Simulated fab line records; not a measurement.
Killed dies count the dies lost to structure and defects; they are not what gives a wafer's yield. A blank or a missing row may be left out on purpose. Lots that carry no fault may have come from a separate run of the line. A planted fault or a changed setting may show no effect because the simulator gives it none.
A struck lot beside a sound one :: flow berkeleyCmos170 :: 24 steps out of a route of 331
Sound: these wafers, L982.1, L982.4, L982.6. Wafers L992.1, L992.2, L992.3 were the ones struck. Last of all comes the cause.
At each step with rows: each side's tool, then ch and its chambers, then its first start. Under that, the readings that differ: sound wafers :: struck wafers :: difference of the means :: sigmas: that difference in standard deviations of wafers without a fault.
alike: words and numbers the same on both sides, and readings whose means are apart by under 2 such deviations; not compared: readings that were withheld, readings missing a value for some wafer, numbers with overlapping values and no deviation given by the record, and bounds like >300 which may hide the same value.
Wherever a step has rows on one side only, a row that says differs or no value, or a row with sigmas, the two part there. When numbers do not overlap yet have no deviation, they are printed without sigmas and do not part them. A reading that every wafer of one side lacks parts them only if that side has two wafers or more.

first, 4 steps without rows for these wafers: UCB170_PWELL_WET_ETCH_19 (etches Si3N4 in H3PO4, time 14400 s); UCB170_PWELL_WET_ETCH_20 (etches SiO2 in BOE, time 22 s); UCB170_WELLDRIVE_CLEAN_00 (cleans in SPM, time 600 s); UCB170_WELLDRIVE_OXIDATION_01 (target thk 199 nm, ox time 9000 s).
UCB170_WELLDRIVE_THK_MEAS_02:
  sound on filmMetro-04 at day 3 22:16; struck on filmMetro-02 at day 5 16:53
reading: WELLDRIVE_OXIDE_THK (nm)
sound: 201.9 201.6 200.7
struck: 196.9 194.3 193.5
difference: -6.5
sigmas: -2
then, 5 steps without rows for these wafers: UCB170_WELLDRIVE_ANNEAL_03 (time 900 s); UCB170_WELLDRIVE_WET_ETCH_04 (etches SiO2 in BOE, time 120 s); UCB170_ACTIVE_CLEAN_00 (cleans in SPM, time 600 s); UCB170_ACTIVE_CLEAN_01 (cleans in dHF, time 60 s); UCB170_ACTIVE_OXIDATION_02 (target thk 26.4 nm, ox time 1260 s).
UCB170_ACTIVE_THK_MEAS_03:
  sound on filmMetro-03 at day 4 07:25; struck on filmMetro-03 at day 5 23:21
  alike: ACTIVE_OXIDE_THK
then, 1 step without rows for these wafers: UCB170_ACTIVE_ANNEAL_04 (time 900 s).
UCB170_ACTIVE_CVD_05: deposits Si3N4 from SiH2Cl2/NH3, target thk 220 nm, time 3300 s.
  sound on lpcvd-01 ch 1, day 4 09:46; struck on lpcvd-01 ch 1, day 6 07:45
  alike: sih2cl2FlowSccm, spikeTcSourceC
UCB170_ACTIVE_THK_MEAS_06:
  sound on filmMetro-03 at day 4 11:41; struck on filmMetro-03 at day 6 09:40
reading: ACTIVE_NITRIDE_THK (nm)
sound: 220.9 221.4 220.6
struck: 443.1 442.9 445.1
difference: +222.7
sigmas: +99 or more
then, 6 steps without rows for these wafers: UCB170_ACTIVE_HMDS_07 (prime time 60 s); UCB170_ACTIVE_COAT_08 (resist thk 900 nm); UCB170_ACTIVE_SOFTBAKE_09 (time 60 s); UCB170_ACTIVE_EXPOSE_10 (exposes mask ACTIVE, target cd 1200 nm); UCB170_ACTIVE_PEB_11; UCB170_ACTIVE_DEVELOP_12 (develop time 45 s).
UCB170_ACTIVE_CD_MEAS_13: target cd 1200 nm.
  sound on cdSem-01 at day 4 13:38; struck on cdSem-01 at day 6 10:40
reading: cdNm (nm)
sound: 1200.4 1198.9 1199.6
struck: 1202.6 1203.8 1202.7
difference: +3.4
sigmas: +3
UCB170_ACTIVE_OVL_MEAS_14:
  sound on overlay-02 at day 4 13:45; struck on overlay-02 at day 6 10:47
  alike: ACTIVE_OVL
UCB170_ACTIVE_ETCH_15: etches Si3N4 in CH3F/Ar/O2, stops on SiO2, target depth 242 nm, time 151 s.
  sound on rieDiel-03 ch 0,2,3, day 4 13:47; struck on rieDiel-03 ch 0,1,3, day 6 10:49
reading: oesProductAu (a.u.)
sound: 0.943 0.952 0.915
struck: 0.977 0.958 0.990
difference: +0.038
sigmas: +2

reading: model.etch.depthNm (nm)
sound: 220.9 221.5 220.6
struck: 245.2 235.2 238.4
difference: +18.6
sigmas: 
  alike: drypumpMotorCurrentA, throttleValvePct
  not compared: rfHoursCounterH
UCB170_ACTIVE_STRIP_16: strips in O2.
  sound on plasmaAsher-04 ch 0,1, day 4 13:53; struck on plasmaAsher-02 ch 0,1, day 6 10:55
  alike: drypumpMotorCurrentA, o2FlowSccm, oesProductAu, stripTimeToEndpointS
  not compared: rfHoursCounterH

== WHERE THEY PART ==
First at UCB170_WELLDRIVE_THK_MEAS_02; last, within this record, at UCB170_ACTIVE_ETCH_15. Later steps at which nothing parts them and some readings are alike: UCB170_ACTIVE_STRIP_16.

WHY: what had been put in by the simulator
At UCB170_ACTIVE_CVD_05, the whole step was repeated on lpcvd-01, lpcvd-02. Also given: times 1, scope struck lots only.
